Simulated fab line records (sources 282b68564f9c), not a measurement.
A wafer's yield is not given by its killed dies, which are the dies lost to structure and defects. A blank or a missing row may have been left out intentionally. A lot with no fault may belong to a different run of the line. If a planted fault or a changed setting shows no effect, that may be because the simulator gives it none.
What tool caused it? + flow rit-cmos + 36 wafers from 12 lots sampled at 5 of the route's 202 steps

## WHAT EACH GAUGE READ, for each wafer
RIT_ACTIVE_THK_MEAS_04. Usual: for ACTIVE_NITRIDE_THK the level is 149.3 nm and the standard deviation is 1.6.
| lot  | measured    | on            | ACTIVE_NITRIDE_THK (nm) | flag |
|------|-------------|---------------|-------------------------|------|
| L924 | day 1 13:32 | film-metro-03 | 151.4 152.3 152.2       |      |
| L925 | day 1 20:02 | film-metro-03 | 151.0 150.9 151.1       |      |
| L926 | day 2 00:10 | film-metro-03 | 147.6 148.0 147.5       |      |
| L927 | day 2 04:57 | film-metro-01 | 148.9 148.6 149.1       |      |
| L928 | day 2 10:32 | film-metro-01 | 150.2 151.7 150.4       |      |
| L929 | day 2 14:32 | film-metro-01 | 150.8 152.0 151.9       |      |
| L930 | day 2 20:48 | film-metro-03 | 150.1 149.7 148.6       |      |
| L933 | day 3 11:16 | film-metro-02 | 114.3 115.4 116.2       | OFF  |
| L937 | day 4 08:44 | film-metro-01 | 115.2 115.6 115.5       | OFF  |
| L940 | day 4 21:43 | film-metro-03 | 149.7 149.2 149.0       |      |
| L945 | day 5 23:25 | film-metro-02 | 151.2 152.2 151.4       |      |
| L947 | day 6 09:19 | film-metro-03 | 152.3 151.5 152.5       |      |

RIT_FOX2_THK_MEAS_90. Usual: for FIELD_OXIDE_LEFT_1_THK the level is 325 nm and the standard deviation is 6.2.
| lot  | measured    | on            | FIELD_OXIDE_LEFT_1_THK (nm) | flag |
|------|-------------|---------------|-----------------------------|------|
| L924 | day 1 21:31 | film-metro-04 | 329 329 334                 |      |
| L925 | day 2 02:25 | film-metro-04 | 321 322 318                 |      |
| L926 | day 2 09:05 | film-metro-04 | 331 335 332                 |      |
| L927 | day 2 11:16 | film-metro-04 | 319 321 323                 |      |
| L928 | day 2 16:45 | film-metro-04 | 316 324 315                 |      |
| L929 | day 2 23:01 | film-metro-01 | 325 322 321                 |      |
| L930 | day 3 03:39 | film-metro-04 | 328 328 328                 |      |
| L933 | day 3 17:25 | film-metro-03 | 328 327 326                 |      |
| L937 | day 4 14:25 | film-metro-01 | 319 320 321                 |      |
| L940 | day 5 03:59 | film-metro-01 | 326 329 326                 |      |
| L945 | day 6 06:50 | film-metro-01 | 323 334 323                 |      |
| L947 | day 6 16:21 | film-metro-03 | 326 329 328                 |      |

RIT_SILICIDE_RS_MEAS_02: uses a four-point probe to measure. Usual: for SILICIDE_TI_RS the level is 48.3 ohm/sq and the standard deviation is 0.9.
| lot  | measured    | on            | SILICIDE_TI_RS (ohm/sq) | flag |
|------|-------------|---------------|-------------------------|------|
| L924 | day 3 04:23 | film-metro-04 | 48.2 47.9 46.1          |      |
| L925 | day 3 11:31 | film-metro-01 | 49.1 48.8 47.4          |      |
| L926 | day 3 17:20 | film-metro-01 | 47.8 48.6 48.3          |      |
| L927 | day 3 19:20 | film-metro-01 | 49.1 49.3 49.5          |      |
| L928 | day 4 03:42 | film-metro-04 | 49.1 48.0 47.8          |      |
| L929 | day 4 05:53 | film-metro-04 | 46.9 48.5 48.4          |      |
| L930 | day 4 14:48 | film-metro-04 | 48.8 48.9 47.9          |      |
| L933 | day 5 02:33 | film-metro-03 | 48.4 47.5 48.3          |      |
| L937 | day 5 22:47 | film-metro-03 | 47.4 47.9 47.4          |      |
| L940 | day 6 13:15 | film-metro-03 | 47.5 48.7 48.9          |      |
| L945 | day 7 15:17 | film-metro-04 | 47.2 48.8 47.9          |      |
| L947 | day 7 22:55 | film-metro-04 | 47.4 47.1 47.1          |      |

## WHAT TOOL EACH LOT RAN ON (gives the tool, then ch and the chambers of the sampled wafers, and finally the start)
| lot  | RIT_ACTIVE_CVD_03          | RIT_ACTIVE_ETCH_13                |
|------|----------------------------|-----------------------------------|
| L924 | lpcvd-02 ch 0, day 1 12:07 | rie-diel-01 ch 0,3, day 1 14:50   |
| L925 | lpcvd-01 ch 1, day 1 18:36 | rie-diel-01 ch 0,1,2, day 1 21:12 |
| L926 | lpcvd-02 ch 1, day 1 22:44 | rie-diel-01 ch 0,1, day 2 01:20   |
| L927 | lpcvd-02 ch 1, day 2 03:31 | rie-diel-01 ch 1,3, day 2 06:16   |
| L928 | lpcvd-01 ch 0, day 2 09:05 | rie-diel-03 ch 1,2, day 2 11:44   |
| L929 | lpcvd-01 ch 1, day 2 13:07 | rie-diel-02 ch 0,2,3, day 2 15:52 |
| L930 | lpcvd-01 ch 1, day 2 19:23 | rie-diel-02 ch 0,2,3, day 2 22:16 |
| L933 | lpcvd-02 ch 1, day 3 09:50 | rie-diel-03 ch 1,2, day 3 12:34   |
| L937 | lpcvd-02 ch 0, day 4 07:19 | rie-diel-03 ch 0,1,3, day 4 09:55 |
| L940 | lpcvd-01 ch 1, day 4 20:17 | rie-diel-03 ch 1,3, day 4 22:59   |
| L945 | lpcvd-01 ch 1, day 5 21:59 | rie-diel-02 ch 0,3, day 6 00:35   |
| L947 | lpcvd-01 ch 0, day 6 07:52 | rie-diel-02 ch 0,2,3, day 6 10:45 |
- RIT_ACTIVE_CVD_03: deposits Si3N4 from SiH2Cl2/NH3, target thk 150 nm, time 1500 s.
- RIT_ACTIVE_ETCH_13: etches Si3N4 in SF6, stops on SiO2, time 210 s, target depth 210 nm.

## AS READ BY THE TOOLS THEMSELVES (means over the sampled wafers that have a number; for cases with no such wafer, the mark the record gives instead)
RIT_ACTIVE_ETCH_13. Usual: drypump-motor-current-A 5.52 A, standard deviation 0.25; oes-product-au 0.818 a.u., standard deviation 0.011; throttle-valve-pct 7.50 %, standard deviation 0.12.
| lot  | tool        | drypump-motor-current-A (A) | oes-product-au (a.u.) | throttle-valve-pct (%) | flag |
|------|-------------|-----------------------------|-----------------------|------------------------|------|
| L924 | rie-diel-01 | 5.51                        | 0.826                 | 7.51                   |      |
| L925 | rie-diel-01 | 5.75                        | 0.836                 | 7.47                   |      |
| L926 | rie-diel-01 | 5.53                        | 0.829                 | 7.35                   |      |
| L927 | rie-diel-01 | 5.27                        | 0.822                 | 7.38                   |      |
| L928 | rie-diel-03 | 5.29                        | 0.829                 | 7.47                   |      |
| L929 | rie-diel-02 | 5.51                        | 0.821                 | 7.48                   |      |
| L930 | rie-diel-02 | 5.53                        | 0.812                 | 7.48                   |      |
| L933 | rie-diel-03 | 5.24                        | 0.721                 | 7.52                   | OFF  |
| L937 | rie-diel-03 | 5.55                        | 0.719                 | 7.58                   | OFF  |
| L940 | rie-diel-03 | 5.49                        | 0.818                 | 7.64                   |      |
| L945 | rie-diel-02 | 5.57                        | 0.824                 | 7.52                   |      |
| L947 | rie-diel-02 | 5.54                        | 0.819                 | 7.47                   |      |

## THE ANSWER, worked out from the rows above alone
Rule: lot off if the mean of its wafers having a number is beyond 3 standard deviations from the usual mean. Also off: a lot with no number at a reading for which 4 or more lots have one. The other lots that the step has rows for count as sound. The gauges are gone through in route order, then the tools' own readings, and for those a lot's mean is taken as printed above. At the first step where some lot is off, the reading lying furthest off is the one used; lots without a number count as furthest.
Off: at RIT_ACTIVE_THK_MEAS_04 (ACTIVE_NITRIDE_THK), L933, L937.
A tool fits if, at a process step before that reading, it ran every lot that is off, and no sound lot after the first of them. The gauges at RIT_ACTIVE_THK_MEAS_04 aren't tried: what is off there is off at RIT_ACTIVE_ETCH_13 too, on other tools, and a gauge's error can't cause that. One fits: lpcvd-02 at RIT_ACTIVE_CVD_03. Its last sound lot is L927 (day 2 03:31), its first lot that is off L933 (day 3 09:50): a fault that began between those two fits.

## WHAT THE SIMULATOR PUT IN
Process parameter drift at RIT_ACTIVE_CVD_03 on lpcvd-02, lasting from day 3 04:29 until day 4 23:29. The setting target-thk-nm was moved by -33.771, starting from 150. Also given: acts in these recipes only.
Struck lots among those shown: L933, L937. The same result came from the rule above.
